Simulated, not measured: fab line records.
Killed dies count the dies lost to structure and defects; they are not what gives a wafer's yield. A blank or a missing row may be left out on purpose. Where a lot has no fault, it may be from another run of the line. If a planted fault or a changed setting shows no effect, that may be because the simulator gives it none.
fab line records | flow rit_cmos
record: lots: 6 wafers: 18 last_day: 7
route steps=202 shown PWELL@49 WELLDRIVE@50 NWELL@51 NRETRO@53 PRETRO@64 M1@202
lots untouched by any fault: they come from a run of this same line in which no faults occurred
start_h: hours from the record's first day to the start of the lot's first wafer shown | wait_h: hours from the lot's prior step to this one | " the same as in the row above | L1.1+2: a single row standing in for several wafers | - value missing, or start not given | * or withheld: withheld | < > ~ a bound
route shown NAME@n: names a module that has steps shown in the file, with the first one's number in the route | usual: average and standard deviation across the fault-free wafers | same: alike in all rows | chamber/n: place in a boat | sites: the reading at each site | _std_site: how widely they spread, as a standard deviation | _edge_site: outer sites' mean less inner sites' | radius_mm: how far each site lies from the wafer's centre | mask NAME#n: copy n | behind: the most recent tool/chamber to have shaped the wafer | hold: why the lot went on hold/how many hours it stayed there/how the hold came to an end | device: names the non-switching transistor (n, p or np) | end of line: the tests these same wafers got at the end of their route | a step without rows: its recipe alone | killed: dies that structure and defects cost at the first sort, which is not the same as the wafer's yield | map: per-die view of a wafer (x killed, . not killed, _ where there is no die)
set.NAME: the setting that was run; set.NAME@STEP: the one run at that earlier step | model.NAME: the simulator's own value behind a step, which no gauge read
a table for each step, a row for each wafer; lots at some steps of the route
services: the hour from which a tool's chamber was out of use, counted from the record's first day as start_h (under 0 if before that day), plus the number of hours and why
== steps ==
step: RIT_PWELL_TW_MEAS_10
usual: PWELL_TW: 949/5.4
columns lot.wafer tool chamber start_h wait_h PWELL_TW
L339.1 film_metro-04 - 27.54 0.1 956
L339.4 " - " " 946
L339.6 " - " " 949
L341.3 film_metro-03 - 38.14 0.1 936
L341.4 " - " " 943
L341.5 " - " " 939
L353.2 film_metro-01 - 100.26 0.1 948
L353.4 " - " " 948
L353.5 " - " " 948
L355.1 film_metro-03 - 109.97 0.1 948
L355.3 " - " " 948
L355.4 " - " " 942
L358.2 film_metro-04 - 125.58 0.1 958
L358.4 " - " " 950
L358.6 " - " " 950
L360.1 film_metro-01 - 137.07 0.1 944
L360.2 " - " " 945
L360.5 " - " " 942
step: RIT_WELLDRIVE_ANNEAL_00
recipe: temp_c: 1100 time_s: 14700 ambient: N2
step: RIT_WELLDRIVE_RS_MEAS_01
recipe: thk_meas_gauge: four-point-probe
usual: NWELL_RS: 275.1/0.76
columns lot.wafer tool chamber start_h wait_h NWELL_RS[ohm/sq]
L339.1 film_metro-03 - 32.69 0.0 274.6
L339.4 " - " " 274.6
L339.6 " - " " 274.9
L341.3 film_metro-04 - 43.30 0.0 276.4
L341.4 " - " " 276.6
L341.5 " - " " 277.0
L353.2 film_metro-03 - 107.24 0.0 275.5
L353.4 " - " " 275.7
L353.5 " - " " 275.3
L355.1 film_metro-04 - 115.11 0.0 275.3
L355.3 " - " " 274.6
L355.4 " - " " 274.4
L358.2 film_metro-04 - 132.16 0.0 275.4
L358.4 " - " " 276.3
L358.6 " - " " 275.5
L360.1 film_metro-04 - 142.30 0.0 275.9
L360.2 " - " " 275.5
L360.5 " - " " 275.0
step: RIT_WELLDRIVE_RS_MEAS_02
recipe: thk_meas_gauge: four-point-probe
usual: PWELL_RS: 428.7/1
columns lot.wafer tool chamber start_h wait_h PWELL_RS[ohm/sq]
L339.1 film_metro-03 - 32.81 0.1 427.1
L339.4 " - " " 428.9
L339.6 " - " " 428.5
L341.3 film_metro-04 - 43.42 0.1 429.0
L341.4 " - " " 427.7
L341.5 " - " " 428.6
L353.2 film_metro-03 - 107.36 0.1 429.1
L353.4 " - " " 428.1
L353.5 " - " " 429.3
L355.1 film_metro-04 - 115.23 0.1 429.1
L355.3 " - " " 429.5
L355.4 " - " " 430.1
L358.2 film_metro-04 - 132.28 0.1 426.8
L358.4 " - " " 429.1
L358.6 " - " " 429.3
L360.1 film_metro-04 - 142.42 0.1 430.7
L360.2 " - " " 429.9
L360.5 " - " " 430.6
step: RIT_NRETRO_HMDS_00
recipe: prime_time_s: 60 prime_temp_c: 140
step: RIT_NRETRO_COAT_01
recipe: resist: NOVOLAK spin_rpm: 2000 resist_thk_nm: 1300
step: RIT_NRETRO_SOFTBAKE_02
recipe: resist: NOVOLAK temp_c: 90 time_s: 60
step: RIT_NRETRO_EXPOSE_03
recipe: mask_id: M4 na: 0.57 target_cd_nm: 43900 dose_mj: 250
step: RIT_NRETRO_PEB_04
recipe: resist: NOVOLAK temp_c: withheld time_s: withheld
step: RIT_NRETRO_DEVELOP_05
recipe: resist: NOVOLAK develop_time_s: 68 dev_temp_c: 23
step: RIT_NRETRO_OVL_MEAS_06
usual: NRETRO_OVL: -0.4/1.3
columns lot.wafer tool chamber start_h wait_h NRETRO_OVL[nm]
L339.1 overlay-02 - 33.95 - 2.4
L339.4 " - " " 1.3
L339.6 " - " " 1.1
L341.3 overlay-02 - 44.39 - -0.8
L341.4 " - " " -0.2
L341.5 " - " " 0.4
L353.2 overlay-02 - 108.47 - -2.7
L353.4 " - " " -1.2
L353.5 " - " " -1.3
L355.1 overlay-01 - 116.35 - -0.5
L355.3 " - " " -1.0
L355.4 " - " " -2.3
L358.2 overlay-01 - 133.78 - 0.2
L358.4 " - " " -1.0
L358.6 " - " " -1.5
L360.1 overlay-02 - 143.42 - -0.6
L360.2 " - " " 0.2
L360.5 " - " " 0.6
step: RIT_NRETRO_HARDBAKE_07
recipe: resist: NOVOLAK temp_c: 140 time_s: 120
step: RIT_NRETRO_IMPLANT_08
recipe: species: P energy_kev: 70 dose_cm2: 1e+13 tilt_deg: 7
usual: beam_on_s: 10.00/0.22 dose_ions_cm2: 1.0001e+13/1.2e+10 faraday_current_uA: 31.7/0.69
columns lot.wafer tool chamber start_h wait_h beam_on_s dose_ions_cm2 faraday_current_uA
L339.1 implanter-04 0 34.29 0.2 9.95 9.976e+12 31.8
L339.4 " 0 " " 10.24 9.99e+12 31.0
L339.6 " 0 " " 10.61 9.99e+12 29.8
L341.3 implanter-02 0 44.72 0.2 9.85 9.99e+12 32.1
L341.4 " 0 " " 9.69 9.987e+12 32.6
L341.5 " 0 " " 9.75 1.0005e+13 32.5
L353.2 implanter-02 0 108.78 0.2 10.21 7.812e+12 24.3
L353.4 " 0 " " 10.04 7.815e+12 24.7
L353.5 " 0 " " 10.13 7.815e+12 24.5
L355.1 implanter-02 0 116.64 0.2 10.06 7.817e+12 24.6
L355.3 " 0 " " 9.85 7.807e+12 25.1
L355.4 " 0 " " 10.47 7.803e+12 23.7
L358.2 implanter-01 0 134.19 0.2 9.65 1.0013e+13 32.9
L358.4 " 0 " " 9.99 1.0003e+13 31.9
L358.6 " 0 " " 10.08 1.0023e+13 31.5
L360.1 implanter-01 0 143.71 0.2 10.01 9.999e+12 31.8
L360.2 " 0 " " 10.41 9.988e+12 30.4
L360.5 " 0 " " 10.04 9.988e+12 31.6
step: RIT_NRETRO_STRIP_09
recipe: chemistry: O2 time_s: 180 resist: NOVOLAK platen_temp_c: withheld power_w: 500 pressure_mtorr: 4000 o2_flow_sccm: 4000
usual: drypump_motor_current_A: 5.6/0.56
columns lot.wafer tool chamber start_h wait_h drypump_motor_current_A rf_hours_counter_h
L339.1 plasma_asher-03 0 34.44 0.1 6.3 37
L339.4 " 0 " " 6.3 -
L339.6 " 0 " " 6.3 -
L341.3 plasma_asher-03 1 44.88 0.1 5.1 -
L341.4 " 0 " " 6.3 -
L341.5 " 1 " " 5.1 -
L353.2 plasma_asher-01 0 108.90 0.1 5.2 31
L353.4 " 0 " " 5.2 -
L353.5 " 1 " " 4.8 -
L355.1 plasma_asher-03 1 116.79 0.1 5.0 46
L355.3 " 1 " " 5.0 -
L355.4 " 0 " " 6.3 -
L358.2 plasma_asher-03 0 134.31 0.1 6.3 47
L358.4 " 1 " " 5.0 -
L358.6 " 1 " " 5.1 -
L360.1 plasma_asher-02 0 143.86 0.1 5.3 3
L360.2 " 1 " " 6.2 3
L360.5 " 1 " " 6.2 -
step: RIT_NRETRO_TW_MEAS_10
usual: NRETRO_TW: 1052/9.6
columns lot.wafer tool chamber start_h wait_h NRETRO_TW
L339.1 film_metro-03 - 34.62 0.1 1034
L339.4 " - " " 1037
L339.6 " - " " 1036
L341.3 film_metro-01 - 45.01 0.1 1045
L341.4 " - " " 1049
L341.5 " - " " 1052
L353.2 film_metro-02 - 109.09 0.1 977
L353.4 " - " " 976
L353.5 " - " " 978
L355.1 film_metro-03 - 116.97 0.1 964
L355.3 " - " " 967
L355.4 " - " " 965
L358.2 film_metro-02 - 134.50 0.1 1063
L358.4 " - " " 1058
L358.6 " - " " 1061
L360.1 film_metro-03 - 144.03 0.1 1046
L360.2 " - " " 1040
L360.5 " - " " 1043
step: RIT_PRETRO_HMDS_00
recipe: prime_time_s: 60 prime_temp_c: 140
step: RIT_M1_PROBE_99
usual: killed_at_contacts: 0.1/0.24 killed_at_front_end: 6.6/2.7 killed_dies: 6.6/2.7 killed_open: 3.3/1.8 killed_short: 3.4/1.9
same: gross_dies: 264 killed_at_M0_to_M3: 0 killed_at_M4_up: 0 killed_at_back_side: 0 killed_at_other: 0
columns lot.wafer tool chamber start_h wait_h killed_at_contacts killed_at_front_end killed_dies killed_open killed_short model.etest.pmos_0p3.r_on_ohm_um model.etest.pmos_0p15.drive_ua_um model.etest.pmos_turned.drive_ua_um model.etest.pmos_narrow.drive_ua_um model.etest.pmos_0p3.drive_ua_um model.etest.well_edge_right.line_ohm_um model.etest.well_edge_left.line_ohm_um model.etest.pmos_0p15.off_log10_a_um
L339.1 prober-02 - 61.68 0.1 0 1 1 0 1 5937 283.2 214.9 112.8 108.9 184.1 185 -9.877
L339.4 prober-02 - 61.83 0.2 0 10 10 8 2 6006 277.3 214.1 109 107.7 184 180 -9.882
L339.6 prober-02 - 61.93 0.2 0 13 13 7 6 6118 270.6 204.1 106.8 105.2 184 186.6 -10.2
L341.3 prober-02 - 71.69 0.2 0 2 2 0 2 6362 255.3 183.7 102.6 99.83 183.6 180.5 -10.46
L341.4 prober-02 - 71.74 0.2 0 4 4 2 2 6223 256 188.1 104.5 102 184.6 181.6 -10.46
L341.5 prober-02 - 71.79 0.2 0 9 9 3 6 6220 255.3 189.3 105 102.8 184.6 183 -10.46
L353.2 prober-02 - 141.01 0.1 0 8 8 4 4 6130 274.9 212.3 110.8 108.3 187.7 181.8 -9.702
L353.4 prober-02 - 141.11 0.2 0 8 8 3 5 5990 276.2 212.6 113.1 108.7 185.7 187.6 -9.625
L353.5 prober-02 - 141.16 0.2 0 4 4 1 3 5909 284.1 218.4 116.7 111.5 187.9 184.1 -9.499
L355.1 prober-02 - 149.43 0.1 0 3 3 3 0 5952 274.5 213.3 113.4 110.5 186.5 187.5 -9.682
L355.3 prober-02 - 149.53 0.2 1 7 8 4 4 5875 275.2 213.1 113.4 112.4 188.1 182.6 -9.904
L355.4 prober-02 - 149.58 0.2 0 7 7 3 4 6038 267.4 208.6 110.3 107.8 183.9 186 -10.05
L358.2 prober-01 - 164.23 0.1 0 9 9 5 4 6325 253.7 182.9 99.94 100.6 185.3 185.5 -10.19
L358.4 prober-01 - 164.33 0.2 0 9 9 5 4 6253 259.5 186.5 101.5 100.8 184.8 184 -10.27
L358.6 prober-01 - 164.43 0.2 0 10 10 5 5 6490 246.3 169.2 97.1 97.22 183.1 183.2 -10.44
L360.1 prober-01 - 171.90 0.1 1 3 4 1 3 6623 243.2 174.2 95.72 95.08 181.8 180.1 -10.66
L360.2 prober-01 - 171.95 0.1 0 3 3 1 2 6564 241.4 169.4 95.89 93.45 183.1 183.3 -10.67
L360.5 prober-01 - 172.10 0.2 0 6 6 3 3 6680 238.7 164.1 94.26 93.44 183.5 182.8 -10.87
killed by level:class
L339.1 SILICIDE:geometric_particle:short=1
L339.4 FOX1:geometric_particle:open=3 FOX2:geometric_particle:open=2 SPACER:geometric_particle:open=2 FOX2:geometric_particle:short=1 GATE:geometric_particle:short=1 GATE:geometric_particle:open=1
L339.6 FOX1:geometric_particle:open=3 SPACER:geometric_particle:short=3 FOX2:geometric_particle:short=2 FOX2:geometric_particle:open=2 GATE:geometric_particle:open=1 REOX:geometric_particle:open=1 REOX:geometric_particle:short=1
L341.3 GATE:geometric_particle:short=1 REOX:geometric_particle:short=1
L341.4 FOX1:geometric_particle:short=1 FOX1:geometric_particle:open=1 SPACER:geometric_particle:open=1 SPACER:geometric_particle:short=1
L341.5 SPACER:geometric_particle:short=3 GATE:geometric_particle:short=2 REOX:geometric_particle:open=2 FOX1:geometric_particle:open=1 REOX:geometric_particle:short=1
L353.2 SPACER:geometric_particle:short=3 SPACER:geometric_particle:open=3 FOX2:geometric_particle:open=1 GATE:geometric_particle:short=1
L353.4 FOX2:geometric_particle:short=2 GATE:geometric_particle:short=2 REOX:geometric_particle:open=2 REOX:geometric_particle:short=1 SPACER:geometric_particle:open=1
L353.5 GATE:geometric_particle:short=2 REOX:geometric_particle:open=1 SILICIDE:geometric_particle:short=1
L355.1 GATE:geometric_particle:open=2 FOX1:geometric_particle:open=1
L355.3 GATE:geometric_particle:short=2 SPACER:geometric_particle:open=2 CONTACT:geometric_particle:short=1 GATE:geometric_particle:open=1 SILICIDE:geometric_particle:short=1 SILICIDE:geometric_particle:open=1
L355.4 GATE:geometric_particle:open=2 GATE:geometric_particle:short=2 SPACER:geometric_particle:short=2 REOX:geometric_particle:open=1
L358.2 REOX:geometric_particle:short=3 FOX1:geometric_particle:open=2 GATE:geometric_particle:open=1 GATE:geometric_particle:short=1 REOX:geometric_particle:open=1 SPACER:geometric_particle:open=1
L358.4 GATE:geometric_particle:open=3 REOX:geometric_particle:short=2 REOX:geometric_particle:open=2 FOX2:geometric_particle:short=1 GATE:geometric_particle:short=1
L358.6 SPACER:geometric_particle:open=3 SPACER:geometric_particle:short=2 ACTIVE:geometric_particle:short=1 FOX1:geometric_particle:short=1 GATE:geometric_particle:short=1 GATE:geometric_particle:open=1 REOX:geometric_particle:open=1
L360.1 FOX2:geometric_particle:short=1 GATE:geometric_particle:short=1 GATE:geometric_particle:open=1 CONTACT:geometric_particle:short=1
L360.2 FOX1:geometric_particle:short=1 SPACER:geometric_particle:short=1 SILICIDE:geometric_particle:open=1
L360.5 FOX1:geometric_particle:short=2 GATE:geometric_particle:open=2 REOX:geometric_particle:short=1 REOX:geometric_particle:open=1
== services ==
columns tool chamber start_h hours kind
plasma_asher-03 - 11.19 8.2 pm
implanter-01 - 42.32 1.7 repair
implanter-04 - 63.70 2.8 pm
implanter-02 - 67.56 1.7 repair
plasma_asher-01 - 73.99 2.6 repair
implanter-02 - 86.41 3.6 repair
implanter-02 - 90.02 4.2 pm
implanter-01 - 103.71 3.1 repair
plasma_asher-02 - 108.75 9.0 pm
plasma_asher-02 0 108.75 9.0 vent_cycle
plasma_asher-02 1 108.75 9.0 vent_cycle
plasma_asher-03 - 111.94 2.0 repair
plasma_asher-02 0 117.75 - clean
plasma_asher-02 1 117.75 - clean
plasma_asher-01 - 137.35 4.3 pm
plasma_asher-03 - 139.40 2.8 pm
== key ==
first_sign: step: RIT_NRETRO_IMPLANT_08 reading: dose_ions_cm2 direction: down sigmas: 99+ usual: 1.0001e+13 struck: 7.811e+12
effect: step: RIT_NRETRO_IMPLANT_08 reading: faraday_current_uA direction: down sigmas: 10 usual: 31.7 struck: 24.5
effect: step: RIT_NRETRO_TW_MEAS_10 reading: NRETRO_TW direction: down sigmas: 8.5 usual: 1052 struck: 971
model_effect: step: RIT_M1_PROBE_99 value: etest.pmos_0p3.r_on_ohm_um without: 6223 struck: 5982
met_at RIT_NRETRO_IMPLANT_08
struck_wafers L353.2,L353.4,L353.5,L355.1,L355.3,L355.4
tester_left_out L353,L355
onset_between 44.72 108.78
fault: kind: process_parameter_drift tool: implanter-02 chamber: - onset_h: 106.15 steps: RIT_NRETRO_IMPLANT_08 channel: dose_cm2 offset: -2.2e+12 shape: step end_h: 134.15 acts_in: these_recipes_only stated: 1e+13
tester_left_out: of these lots the tester's yield and bins aren't shown, on N5 and GAA mostly nor the transistor test; their killed dies are dies lost to structure and defects alone, not to doping, threshold or leakage, so they don't give the yield
